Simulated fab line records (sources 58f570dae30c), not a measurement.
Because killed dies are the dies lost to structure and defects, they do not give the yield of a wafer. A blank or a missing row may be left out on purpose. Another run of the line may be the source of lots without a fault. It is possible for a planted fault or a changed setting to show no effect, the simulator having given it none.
Which tool did it? | flow berkeley-cmos170 | 7 lots, 21 wafers sampled, at 2 steps of a route of 331

== WHAT THE GAUGES READ, wafer by wafer ==
UCB170_V1_BOW_MEAS_03.
lot  | measured     | on            | V1_BOW (um)
L146 | day 8 01:08  | film-metro-01 | 25 20 28
L149 | day 8 17:55  | film-metro-03 | 18 12 17
L151 | day 9 04:39  | film-metro-01 | 30 11 21
L157 | day 9 16:34  | film-metro-01 | 20 18 22
L159 | day 10 15:46 | film-metro-04 | 26 13 32
L164 | day 11 14:09 | film-metro-01 | 17 18 13
L163 | day 11 14:29 | film-metro-03 | 18 18 29

== TOOL THAT RAN EACH LOT (tool first, then ch and the chambers of the sampled wafers, then the start) ==
lot  | UCB170_M1_STRIP_13
L146 | plasma-asher-04 ch 0,1, day 7 21:32
L149 | plasma-asher-03 ch 0, day 8 12:49
L151 | plasma-asher-04 ch 0,1, day 9 00:44
L157 | plasma-asher-02 ch 0,1, day 9 11:32
L159 | plasma-asher-04 ch 0,1, day 10 12:52
L164 | plasma-asher-04 ch 1, day 11 08:04
L163 | plasma-asher-04 ch 0,1, day 11 09:52
- UCB170_M1_STRIP_13: strips in O2.

== THE ANSWER, worked out from the rows above alone ==
Rule: the lots themselves supply what counts as usual. Put in order of their means at a reading, lots are off if they are a third of the lots or fewer, leave a main group of 4 or more, and stand apart from it by a gap of 3 or more times the standard deviation of the main group's means; of several such gaps the widest counts. A main group whose means are all the same, to the digits that the tables above print for the reading, isn't used. A lot without any number at a reading at which 4 lots or more have one is off too. All remaining lots with rows at the step are treated as sound.
Across all readings shown, no lot is off: no conclusion can be drawn from this.

== WHAT THE SIMULATOR HAD INSERTED ==
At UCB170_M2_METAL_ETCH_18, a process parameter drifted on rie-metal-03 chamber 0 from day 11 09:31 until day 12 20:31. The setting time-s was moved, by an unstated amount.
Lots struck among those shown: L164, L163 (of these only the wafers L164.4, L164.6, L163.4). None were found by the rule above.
